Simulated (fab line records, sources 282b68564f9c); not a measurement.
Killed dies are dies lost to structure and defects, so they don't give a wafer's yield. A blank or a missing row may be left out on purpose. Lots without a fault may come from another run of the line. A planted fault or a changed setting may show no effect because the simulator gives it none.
Chamber matching | flow rit_cmos | RIT_GATE_ETCH_19 on rie_si-01: 4 sister chambers
The step etches poly-Si in SF6/CHF3/O2, stops on SiO2, time 165 s, target depth 312.5 nm. 4 wafers are shown with their chamber, then 7 later ones without.

WAFERS WITH THEIR CHAMBER
wafer  | chamber | drypump_motor_current_A (A)
L207.3 | 1       | 5.60
L207.5 | 3       | 5.27
L209.2 | 0       | 5.88
L209.4 | 2       | 5.75

WAFERS WITHOUT THEIR CHAMBER
wafer  | drypump_motor_current_A (A)
L209.6 | 5.87
L211.3 | 5.57
L211.4 | 5.28
L211.6 | 5.58
L215.1 | 5.56
L215.2 | 5.74
L215.4 | 5.89

WHICH CHAMBER EACH WENT THROUGH
wafer  | from the rows above | in truth
L209.6 | 0                   | 0
L211.3 | 1                   | 1
L211.4 | 3                   | 3
L211.6 | 1                   | 1
L215.1 | 1                   | 1
L215.2 | 2                   | 2
L215.4 | 0                   | 0
Placed correctly: 7 of 7. Can't be placed from these rows: 0. Placed wrongly: 0.
How it was worked out, from the rows above alone: a wafer's distance from a chamber is the root of the sum, over the readings, of the square of ((its reading less the chamber's mean) divided by the reading's scatter). The wafer belongs to the nearest chamber; if the next one is less than 2 further off, it can't be placed. A chamber's mean is the mean of its shown wafers. The scatter: with one shown wafer a chamber, the root of the mean of the squares of how far each hidden wafer lies from its nearest shown one.
